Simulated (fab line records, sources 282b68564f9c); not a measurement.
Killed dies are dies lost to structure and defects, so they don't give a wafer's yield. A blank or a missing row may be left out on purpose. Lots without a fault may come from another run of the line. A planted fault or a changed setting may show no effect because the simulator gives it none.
Which tool did it? | flow rit_cmos | 7 lots, 21 wafers sampled, at 2 steps of a route of 202

WHAT THE GAUGES READ, wafer by wafer
RIT_GATE_THK_MEAS_09.
lot  | measured    | on            | GATE_POLY_THK (nm)
L258 | day 3 02:25 | film_metro-03 | 240.6 239.9 240.4
L262 | day 4 00:38 | film_metro-03 | 243.2 240.8 242.3
L267 | day 4 22:38 | film_metro-04 | 242.9 241.8 242.0
L271 | day 5 19:31 | film_metro-02 | 241.9 241.1 241.5
L274 | day 6 12:29 | film_metro-02 | 243.2 242.0 243.6
L276 | day 7 02:40 | film_metro-02 | 239.3 240.4 239.3
L278 | day 7 09:08 | film_metro-03 | 240.9 240.3 239.3

WHICH TOOL RAN EACH LOT (tool, then ch and the chambers of the sampled wafers, then the start)
lot  | RIT_PRETRO_DEVELOP_05
L258 | litho_track-01 ch 0, day 2 22:00
L262 | litho_track-02 ch 0, day 3 17:00
L267 | litho_track-01, day 4 18:00
L271 | litho_track-03 ch 0, day 5 14:00
L274 | litho_track-02 ch 0, day 6 06:00
L276 | litho_track-03 ch 0, day 6 20:00
L278 | litho_track-02 ch 0, day 7 04:00
- RIT_PRETRO_DEVELOP_05: develop time 68 s.

THE ANSWER, worked out from the rows above alone
Rule: what is usual is taken from the lots themselves. Put in order of their means at a reading, lots are off if they are a third of the lots or fewer, leave a main group of 4 or more, and stand apart from it by a gap of 3 or more times the standard deviation of the main group's means; of several such gaps the widest counts. A main group whose means are all the same, to the digits that the tables above print for the reading, isn't used. A lot without any number at a reading at which 4 lots or more have one is off too. The other lots that the step has rows for count as sound.
No lot is off at any reading shown: from this, nothing can be told.

WHAT THE SIMULATOR HAD PUT IN
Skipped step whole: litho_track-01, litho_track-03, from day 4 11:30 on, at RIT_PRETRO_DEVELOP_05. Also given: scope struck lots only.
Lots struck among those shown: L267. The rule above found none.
